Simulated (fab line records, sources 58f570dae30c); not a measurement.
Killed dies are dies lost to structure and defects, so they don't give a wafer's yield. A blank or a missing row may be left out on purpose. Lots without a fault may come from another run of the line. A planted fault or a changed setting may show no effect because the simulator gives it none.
A struck lot beside a sound one | flow berkeley_cmos170 | 15 steps out of a route of 331
Sound: wafers L147.3, L147.4, L147.6. Struck: wafers L143.3, L143.4, L143.5. The cause comes at the end.
At each step with rows: each side's tool, then ch and its chambers, then its first start. Under that, the readings that differ: sound wafers | struck wafers | difference of the means | sigmas: that difference in standard deviations of wafers without a fault.
alike: readings whose means differ by less than 2 such deviations, and words and numbers that are the same on both sides. not compared: withheld readings, readings that some wafer has no value for, bounds like >300 that may hide the same value, and numbers for which the record gives no deviation and whose values overlap.
The two part at a step that has a row with sigmas, a row that says differs or no value, or rows on one side only. Numbers that don't overlap but have no deviation are shown without sigmas and don't part them. A reading that every wafer of one side lacks parts them only if that side has two wafers or more.

first, 3 steps without rows for these wafers: UCB170_ACTIVE_EXPOSE_10 (exposes mask ACTIVE, target cd 1200 nm); UCB170_ACTIVE_PEB_11; UCB170_ACTIVE_DEVELOP_12 (develop time 45 s).
UCB170_ACTIVE_CD_MEAS_13: target cd 1200 nm.
  sound on cd_sem-02, day 7 03:53; struck on cd_sem-01, day 6 03:49
  reading    | sound                | struck               | difference | sigmas
  cd_nm (nm) | 1197.1 1197.8 1197.9 | 1201.8 1200.1 1201.7 | +3.6       | +2
UCB170_ACTIVE_OVL_MEAS_14:
  sound on overlay-01, day 7 03:59; struck on overlay-01, day 6 03:54
  alike: ACTIVE_OVL
UCB170_ACTIVE_ETCH_15: etches Si3N4 in CH3F/Ar/O2, stops on SiO2, target depth 242 nm, time 151 s.
  sound on rie_diel-03 ch 0,1, day 7 04:01; struck on rie_diel-01 ch 0,1,2, day 6 03:55
  alike: drypump_motor_current_A, oes_product_au, throttle_valve_pct
  not compared: rf_hours_counter_h
UCB170_ACTIVE_STRIP_16: strips in O2.
  sound on plasma_asher-03 ch 0,1, day 7 04:08; struck on plasma_asher-03 ch 0,1, day 6 04:04
  reading                      | sound             | struck            | difference | sigmas
  strip_time_to_endpoint_s (s) | 18.00 18.00 17.93 | 18.32 18.19 18.18 | +0.25      | +3
  alike: drypump_motor_current_A, oes_product_au
  not compared: rf_hours_counter_h
UCB170_ACTIVE_CD_MEAS_90: target cd 1200 nm.
  sound on cd_sem-01, day 7 04:15; struck on cd_sem-02, day 6 04:10
  reading    | sound                | struck               | difference | sigmas
  cd_nm (nm) | 1197.2 1197.8 1198.3 | 1202.1 1201.0 1202.1 | +4.0       | +2
then, 4 steps without rows for these wafers: UCB170_ACTIVE_CLEAN_17 (cleans in SPM, time 600 s); UCB170_PFIELD_HMDS_00 (prime time 60 s); UCB170_PFIELD_COAT_01 (resist thk 900 nm); UCB170_PFIELD_SOFTBAKE_02 (time 60 s).
UCB170_PFIELD_EXPOSE_03: exposes mask PFIELD, target cd 1500 nm.
  sound on krf_scanner-02 ch 0, day 7 05:07; struck on krf_scanner-01 ch 0, day 6 05:35
  reading              | sound             | struck            | difference | sigmas
  exposure_dose_mJ_cm2 | 30.01 30.04 29.99 | 29.23 29.23 29.19 | -0.80      | -24
  alike: mask, focus_offset_nm
then, 1 step without rows for these wafers: UCB170_PFIELD_PEB_04.
UCB170_M3_PROBE_99:
  the record has rows for the sound wafers here (prober-01, day 10 13:31) and none for the struck ones

WHERE THEY PART
First at UCB170_ACTIVE_CD_MEAS_13; last, within this record, at UCB170_M3_PROBE_99.

WHY: what the simulator had put in
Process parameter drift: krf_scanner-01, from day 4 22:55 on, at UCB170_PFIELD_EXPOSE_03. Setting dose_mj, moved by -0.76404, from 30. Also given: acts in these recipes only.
